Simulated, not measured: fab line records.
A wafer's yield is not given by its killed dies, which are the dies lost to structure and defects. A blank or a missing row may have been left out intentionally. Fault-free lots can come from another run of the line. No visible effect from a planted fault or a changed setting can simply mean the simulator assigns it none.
Comparing a struck lot with a sound one	flow ritCmos	2 steps out of a route of 202
Sound: wafers L825.1, L825.5, L825.6. Wafers struck: L844.1, L844.2, L844.6. The cause is named last.
Each step with rows lists, per side, the tool, then ch with its chambers, then its first start. Under that, the readings that differ: sound wafers	struck wafers	difference of the means	sigmas: that difference in standard deviations of wafers without a fault.
alike: words and numbers the same on both sides, and readings whose means are apart by under 2 such deviations; not compared: readings that were withheld, readings missing a value for some wafer, numbers with overlapping values and no deviation given by the record, and bounds like >300 which may hide the same value.
Wherever a step has rows on one side only, a row that says differs or no value, or a row with sigmas, the two part there. Numbers that don't overlap but have no deviation are shown without sigmas and don't part them. A reading that every wafer of one side lacks parts them only if that side has two wafers or more.

RIT_ACTIVE_BOW_MEAS_00:
  sound on filmMetro-01 at day 1 15:00; struck on filmMetro-04 at day 5 14:00
  alike: INCOMING_BOW
RIT_ACTIVE_OXIDATION_01: target thk 46.8 nm, ox time 3360 s.
  sound on furnace-03 ch 0, day 1 17:06; struck on furnace-03, day 5 14:52
  no value came back on the struck wafers for oxTempC (C), oxTempCMax, oxTimeS (s); on the sound wafers oxTempC (C) reads 1000.3 999.6 1000.1

== WHERE THEY PART ==
RIT_ACTIVE_OXIDATION_01 only, going by this record.

WHY: whatever the simulator had introduced
Beginning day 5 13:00, the whole step at RIT_ACTIVE_OXIDATION_01 was skipped on furnace-03. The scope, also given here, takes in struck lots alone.
